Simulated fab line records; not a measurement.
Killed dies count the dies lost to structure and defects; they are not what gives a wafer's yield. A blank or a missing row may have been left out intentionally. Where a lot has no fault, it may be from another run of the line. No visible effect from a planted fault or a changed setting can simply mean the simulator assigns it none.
Which tool is to blame? | flow berkeley_cmos170 | 14 lots with 42 wafers sampled at 4 steps, on a route of 331 steps

== WHAT THE GAUGES SHOWED, per wafer ==
UCB170_M2_CD_MEAS_90: target cd 700 nm. Usual: cd_nm 699 nm, standard deviation 3.1.
lot  | measured     | on        | cd_nm (nm)  | flag
L767 | day 8 11:38  | cd_sem-01 | 693 704 691 |
L768 | day 8 18:07  | cd_sem-02 | 700 700 697 |
L769 | day 8 18:25  | cd_sem-02 | 702 703 692 |
L770 | day 8 15:29  | cd_sem-02 | 696 697 699 |
L772 | day 9 20:52  | cd_sem-01 | 696 703 701 |
L775 | day 10 04:49 | cd_sem-01 | 699 698 698 |
L777 | day 11 06:36 | cd_sem-02 | 698 698 699 |
L778 | day 11 13:30 | cd_sem-02 | 697 698 698 |
L779 | day 11 08:11 | cd_sem-02 | 705 700 699 |
L782 | day 12 16:33 | cd_sem-02 | 696 697 697 |
L783 | day 12 20:07 | cd_sem-02 | 697 705 699 |
L784 | day 12 19:51 | cd_sem-02 | 696 699 697 |
L785 | day 12 07:20 | cd_sem-01 | 700 700 695 |
L788 | day 13 22:38 | cd_sem-02 | 701 701 700 |

UCB170_M3_CD_MEAS_90: target cd 700 nm. Usual: cd_nm 699 nm, standard deviation 3.7.
lot  | measured     | on        | cd_nm (nm)  | flag
L767 | day 8 16:38  | cd_sem-02 | 703 702 705 |
L768 | day 8 23:46  | cd_sem-01 | 699 700 699 |
L769 | day 9 00:25  | cd_sem-01 | 699 697 696 |
L770 | day 8 20:47  | cd_sem-01 | 704 703 702 |
L772 | day 10 02:09 | cd_sem-02 | 697 695 693 |
L775 | day 10 09:45 | cd_sem-01 | 703 702 704 |
L777 | day 11 12:37 | cd_sem-01 | 701 701 701 |
L778 | day 11 18:53 | cd_sem-01 | 694 699 697 |
L779 | day 11 14:56 | cd_sem-01 | 703 698 702 |
L782 | day 12 22:04 | cd_sem-01 | 696 697 695 |
L783 | day 13 02:05 | cd_sem-01 | 700 696 697 |
L784 | day 13 01:49 | cd_sem-01 | 693 693 695 |
L785 | day 12 13:25 | cd_sem-01 | 692 699 695 |
L788 | day 14 05:07 | cd_sem-01 | 696 699 698 |

== EACH LOT AND THE TOOL THAT RAN IT (in order: tool; ch and the chambers of the sampled wafers; start) ==
lot  | UCB170_PWELL_CLEAN_01          | UCB170_M3_STRIP_19
L767 | wet_bench-04 ch 0, day 2 17:26 | plasma_asher-01 ch 0,1, day 8 16:32
L768 | wet_bench-03 ch 0, day 3 02:14 | plasma_asher-02 ch 1, day 8 23:40
L769 | wet_bench-03 ch 2, day 3 11:32 | plasma_asher-03 ch 0,1, day 9 00:17
L770 | wet_bench-03 ch 0, day 3 11:32 | plasma_asher-02 ch 0,1, day 8 20:37
L772 | wet_bench-02 ch 1, day 3 18:57 | plasma_asher-02 ch 0,1, day 10 02:03
L775 | wet_bench-02 ch 3, day 4 15:59 | plasma_asher-01 ch 0, day 10 09:38
L777 | wet_bench-03 ch 0, day 4 22:47 | plasma_asher-02 ch 0,1, day 11 12:29
L778 | wet_bench-03 ch 2, day 5 08:21 | plasma_asher-03 ch 0, day 11 18:45
L779 | wet_bench-03 ch 3, day 5 08:21 | plasma_asher-03 ch 0,1, day 11 14:50
L782 | wet_bench-03 ch 2, day 6 07:32 | plasma_asher-02 ch 0,1, day 12 21:57
L783 | wet_bench-03 ch 2, day 6 07:32 | plasma_asher-01 ch 0,1, day 13 01:59
L784 | wet_bench-02 ch 2, day 6 14:08 | plasma_asher-02 ch 0,1, day 13 01:43
L785 | wet_bench-02 ch 2, day 6 14:08 | plasma_asher-02 ch 1, day 12 13:18
L788 | wet_bench-02 ch 2, day 7 09:47 | plasma_asher-02 ch 0,1, day 14 04:58
- UCB170_PWELL_CLEAN_01: cleans in dHF, time 60 s.
- UCB170_M3_STRIP_19: strips in O2.

== AS READ BY THE TOOLS THEMSELVES (means over the sampled wafers that have a number; for cases with no such wafer, the mark the record gives instead) ==
UCB170_M3_STRIP_19. Usual: drypump_motor_current_A 5.8 A, standard deviation 0.43; oes_product_au 0.538 a.u., standard deviation 0.016.
lot  | tool            | drypump_motor_current_A (A) | oes_product_au (a.u.) | flag
L767 | plasma_asher-01 | 5.6                         | 0.540                 |
L768 | plasma_asher-02 | 5.5                         | 0.534                 |
L769 | plasma_asher-03 | 6.0                         | 0.560                 |
L770 | plasma_asher-02 | 6.0                         | 0.537                 |
L772 | plasma_asher-02 | 5.7                         | 0.536                 |
L775 | plasma_asher-01 | 5.5                         | 0.551                 |
L777 | plasma_asher-02 | 5.7                         | 0.535                 |
L778 | plasma_asher-03 | 5.3                         | 0.542                 |
L779 | plasma_asher-03 | 5.6                         | 0.547                 |
L782 | plasma_asher-02 | 6.0                         | 0.544                 |
L783 | plasma_asher-01 | 5.6                         | 0.556                 |
L784 | plasma_asher-02 | 5.7                         | 0.518                 |
L785 | plasma_asher-02 | 5.4                         | 0.533                 |
L788 | plasma_asher-02 | 6.0                         | 0.525                 |

== THE ANSWER, worked out from the rows above alone ==
Rule: lot off if the mean of its wafers having a number is beyond 3 standard deviations from the usual mean. A lot without any number at a reading at which 4 lots or more have one is off too. Where the step has rows for the other lots, those lots are counted as sound. After the gauges, taken in route order, come the tools' own readings; for these a lot's mean is taken, as printed above. The first step at which some lot is off is used, and at that step the reading that is off furthest; a lot without a number counts as furthest.
No lot is off on any of the readings shown, so nothing can be concluded from this.

== WHAT THE SIMULATOR PUT IN ==
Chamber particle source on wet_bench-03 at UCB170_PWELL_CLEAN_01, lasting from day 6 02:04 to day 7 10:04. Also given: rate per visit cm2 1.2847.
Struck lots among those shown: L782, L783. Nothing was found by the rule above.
